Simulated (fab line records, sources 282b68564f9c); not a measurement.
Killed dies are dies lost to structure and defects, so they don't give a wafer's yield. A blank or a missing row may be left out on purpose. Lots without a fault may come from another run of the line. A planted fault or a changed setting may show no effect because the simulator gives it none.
A struck lot beside a sound one | flow rit_cmos | 15 steps out of a route of 202
Sound: wafers L108.3, L108.5, L108.6. Struck: wafers L111.1, L111.4, L111.5. The cause comes at the end.
At each step with rows: each side's tool, then ch and its chambers, then its first start. Under that, the readings that differ: sound wafers | struck wafers | difference of the means | sigmas: that difference in standard deviations of wafers without a fault.
alike: readings whose means differ by less than 2 such deviations, and words and numbers that are the same on both sides. not compared: withheld readings, readings that some wafer has no value for, bounds like >300 that may hide the same value, and numbers for which the record gives no deviation and whose values overlap.
The two part at a step that has a row with sigmas, a row that says differs or no value, or rows on one side only. Numbers that don't overlap but have no deviation are shown without sigmas and don't part them. A reading that every wafer of one side lacks parts them only if that side has two wafers or more.

first, 3 steps without rows for these wafers: RIT_ACTIVE_CLEAN_16 (cleans in dHF, time 30 s); RIT_ACTIVE_CLEAN_17 (cleans in SC2, time 600 s); RIT_FOX1_OXIDATION_00 (target thk 350.7 nm, ox time 1130 s).
RIT_FOX1_THK_MEAS_01:
  sound on film_metro-03, day 2 13:55; struck on film_metro-04, day 3 05:22
  alike: FOX1_OXIDE_THK
then, 2 steps without rows for these wafers: RIT_FOX1_WET_ETCH_02 (etches SiO2 in BOE, target depth 350 nm, time 390 s); RIT_FOX2_OXIDATION_00 (target thk 350.7 nm, ox time 1130 s).
RIT_FOX2_THK_MEAS_01:
  sound on film_metro-04, day 2 15:25; struck on film_metro-04, day 3 06:52
  alike: FOX2_OXIDE_THK
then, 2 steps without rows for these wafers: RIT_FOX2_CLEAN_02 (cleans in dHF, time 180 s); RIT_FOX2_WET_ETCH_03 (etches Si3N4 in H3PO4, target depth 195 nm, time 2700 s).
RIT_FOX2_THK_MEAS_90:
  sound on film_metro-03, day 2 16:17; struck on film_metro-01, day 3 07:44
  alike: FIELD_OXIDE_LEFT_1_THK
then, 2 steps without rows for these wafers: RIT_NWELL_HMDS_00 (prime time 60 s); RIT_NWELL_COAT_01 (resist thk 1300 nm).
RIT_NWELL_SOFTBAKE_02: time 60 s.
  sound on litho_track-03 ch 0, day 2 16:52; struck on litho_track-03 ch 0, day 3 08:06
  reading          | sound             | struck            | difference | sigmas
  run_length_s (s) | 89.03 88.94 88.96 | 94.28 94.14 94.16 | +5.22      | +27
then, 1 step without rows for these wafers: RIT_NWELL_EXPOSE_03 (exposes mask M2, target cd 43900 nm).
RIT_M1_PROBE_99:
  sound on prober-02, day 4 06:24; struck on prober-02, day 4 23:14
  alike: killed_at_M0_to_M3, killed_at_contacts, killed_at_front_end, killed_dies, killed_open, killed_short

WHERE THEY PART
Only at RIT_NWELL_SOFTBAKE_02, within this record. Later steps at which nothing parts them and some readings are alike: RIT_M1_PROBE_99.

WHY: what the simulator had put in
Process parameter drift: litho_track-03, from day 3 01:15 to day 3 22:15, at RIT_NWELL_SOFTBAKE_02. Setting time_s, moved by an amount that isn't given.
